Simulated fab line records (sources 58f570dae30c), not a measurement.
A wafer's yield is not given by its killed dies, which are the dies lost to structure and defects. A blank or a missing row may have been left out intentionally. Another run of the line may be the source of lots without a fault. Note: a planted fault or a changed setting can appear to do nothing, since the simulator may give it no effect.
2 desks, one fault	flow berkeley_cmos170	every desk sees just its own numbers, and what lay behind them comes last

== FOR THE TOOL OWNER'S DESK: implanter-03 ==
For each lot that ran on this tool, the mean over its sampled wafers that have a number, from the tool's own readings at UCB170_PSD_IMPLANT_08. Marked OUT: a lot whose mean sits more than 4 standard deviations from the usual mean, which makes it out of limits; the brackets give that distance.
Columns: A = beam_energy_keV at UCB170_PSD_IMPLANT_08, usual 20.001; B = end_station_pressure_torr at UCB170_PSD_IMPLANT_08, usual 1.26e-05 Torr
lot	first seen here	A	B
L940	day 7 04:22	20.005	1.28e-05
L951	day 9 08:26	21.494 (+99 or more) OUT	1.22e-05
L952	day 9 14:19	21.504 (+99 or more) OUT	1.25e-05
This desk finds L951, L952 out of limits, L951 being first, at day 9 08:26 (beam_energy_keV at UCB170_PSD_IMPLANT_08). In limits: L940.

== AT THE METROLOGY DESK ==
What the gauges read for every lot (on any tool): the sampled wafers with a number, averaged. Marked OUT: a lot whose mean sits more than 4 standard deviations from the usual mean, which makes it out of limits; the brackets give that distance.
Columns: A = WELLDRIVE_OXIDE_THK at UCB170_WELLDRIVE_THK_MEAS_02, usual 199 nm; B = PSD_RS at UCB170_SDANNEAL_RS_MEAS_02, usual 75.5 ohm/sq; C = V1_TEOS_THK at UCB170_V1_THK_MEAS_01, usual 2000 nm
lot	first seen here	A	B	C
L937	day 3 04:35	198	76.1	2024
L938	day 3 11:59	205	75.7	1965
L939	day 3 21:06	205	75.3	1987
L940	day 3 21:08	199	75.6	2021
L941	day 4 16:25	193	75.4	2003
L951	day 6 03:23	197	74.0	2003
L952	day 6 09:34	198	74.1	2017
L956	day 7 13:38	200	75.6	2005
L957	day 7 21:15	198	75.5	1993
L958	day 8 05:37	199	75.9	1985
L959	day 8 05:37	199	75.3	2023
This desk found nothing out of limits on any of the 11 lots.

== PUT TOGETHER ==
The tool owner's desk could have raised an alarm at day 9 08:26, on L951, L952.
Metrology desk: nothing out of limits seen.
The metrology desk has L951, L952 on record, within its limits.
The lots listed all ran UCB170_PSD_IMPLANT_08 on implanter-03.

== WHAT HAD BEEN PUT IN BY THE SIMULATOR ==
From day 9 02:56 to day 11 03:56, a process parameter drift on implanter-03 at UCB170_PSD_IMPLANT_08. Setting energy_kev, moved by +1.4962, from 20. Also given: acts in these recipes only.
Struck lots among those shown: L951, L952.
Hours from the fault's start to each desk's first reading out of limits: the tool owner's desk, 6.
